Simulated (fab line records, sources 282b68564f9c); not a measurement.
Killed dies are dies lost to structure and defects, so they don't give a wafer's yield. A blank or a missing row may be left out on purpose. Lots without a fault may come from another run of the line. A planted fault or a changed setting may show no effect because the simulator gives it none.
Split-lot experiment | flow rit_cmos | 5 lots, 23 wafers read, on a route of 202 steps

THE SPLIT
At RIT_NWELL_COAT_01 (resist thk 1300 nm), the setting spin_rpm was moved away from the recipe's 2000 rpm on 9 of the 23 wafers read, by -3.0% to +5.9%. The other wafers ran this setting at the recipe's value.

FROM THE SPLIT TO THE READING: what the file shows between them, 3 steps
- RIT_NWELL_SOFTBAKE_02: time 60 s
- RIT_NWELL_EXPOSE_03: exposes mask M2, target cd 43900 nm
- RIT_NWELL_DEVELOP_05: develop time 68 s

THE READING
NOVOLAK_of_NWELL_COAT_01.thk_nm (the simulator's own value, which no gauge read), in nm, at RIT_NWELL_HARDBAKE_07 (time 120 s). The file gives no usual value for it. The 14 wafers here that ran the recipe average 1136 nm, standard deviation 3.1 nm.

wafer  | tool, chamber at the split | spin_rpm as run, rpm | against the recipe | NOVOLAK_of_NWELL_COAT_01.thk_nm, nm | against lot-mates on the recipe
L077.1 | litho_track-02, 0          | 2000                 | recipe             | 1132                                | -
L077.4 | litho_track-02, 0          | 2000                 | recipe             | 1132                                | -
L077.6 | litho_track-02, 0          | 2000                 | recipe             | 1137                                | -
L078.2 | litho_track-02, 0          | 2000                 | recipe             | 1138                                | -
L078.3 | litho_track-02, 0          | 2000                 | recipe             | 1137                                | -
L078.4 | litho_track-02, 0          | 2000                 | recipe             | 1137                                | -
L078.5 | litho_track-02, 0          | 2118                 | +5.9%              | 1104                                | -33
L078.6 | litho_track-02, 0          | 2118                 | +5.9%              | 1106                                | -31
L080.2 | litho_track-04, 0          | 2000                 | recipe             | 1131                                | -
L080.3 | litho_track-04, 0          | 2066                 | +3.3%              | 1116                                | -18
L080.4 | litho_track-04, 0          | 2066                 | +3.3%              | 1116                                | -18
L080.5 | litho_track-04, 0          | 2000                 | recipe             | 1133                                | -
L080.6 | litho_track-04, 0          | 2000                 | recipe             | 1137                                | -
L081.1 | litho_track-02, 0          | 2000                 | recipe             | 1137                                | -
L081.2 | litho_track-02, 0          | 1939                 | -3.0%              | 1156                                | +18
L081.3 | litho_track-02, 0          | 1939                 | -3.0%              | 1156                                | +18
L081.4 | litho_track-02, 0          | 2000                 | recipe             | 1139                                | -
L081.5 | litho_track-02, 0          | 1939                 | -3.0%              | 1153                                | +15
L083.1 | litho_track-01, 0          | 2000                 | recipe             | 1139                                | -
L083.3 | litho_track-01, 0          | 2000                 | recipe             | 1139                                | -
L083.2 | litho_track-01, 0          | 2088                 | +4.4%              | 1114                                | -26
L083.4 | litho_track-01, 0          | 2000                 | recipe             | 1142                                | -
L083.5 | litho_track-01, 0          | 2088                 | +4.4%              | 1118                                | -22

THE FIT
A straight line over all 23 wafers: NOVOLAK_of_NWELL_COAT_01.thk_nm changes by -5.46 nm for each +1% of spin_rpm; r = -0.98; the points scatter about the line by 3.1 nm.
The same after taking each lot's own level away (the mean of its wafers on the recipe; 23 wafers): -5.48 nm for each +1%; r = -0.99; scatter 1.7 nm.
On that fit, the largest move of spin_rpm shifts the reading by 32 nm.
The lots' own levels span 1133.7 to 1140.0 nm, that is 2.0 times the standard deviation above.
So the lot-to-lot level changes the slope little: the two slopes agree.
Check: with one of the wafers moved furthest among these (+5.9%) left out of the fit, the line predicts -32 nm for it against its lot-mates. It came out at -33.3 nm against them.

OTHER SPLITS ON THESE WAFERS
These wafers also went through other splits before the reading. Each is held against what the fit with the lots' levels taken away leaves over:
other split on the same wafers      | wafers away from the commonest value | r with NOVOLAK_of_NWELL_COAT_01.thk_nm (lot level and that fit taken away)
RIT_ACTIVE_CVD_03 sih2cl2_flow_sccm | 18                                   | +0.00

THE WHOLE CHAIN: every reading that the file lists as answering this split, in the file's order
step                  | what it does       | reading                                                                          | change (the file's fit)              | r (the file's)
RIT_NWELL_COAT_01     | resist thk 1300 nm | NOVOLAK_of_NWELL_COAT_01.thk_nm (the simulator's own value, which no gauge read) | -6.35 nm for each +1% of the setting | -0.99
RIT_NWELL_HARDBAKE_07 | time 120 s         | NOVOLAK_of_NWELL_COAT_01.thk_nm (the simulator's own value, which no gauge read) | -5.47 nm for each +1% of the setting | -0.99

THE FILE'S OWN FIT
NOVOLAK_of_NWELL_COAT_01.thk_nm changes by -5.47 nm for each +1% of spin_rpm, r = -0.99.
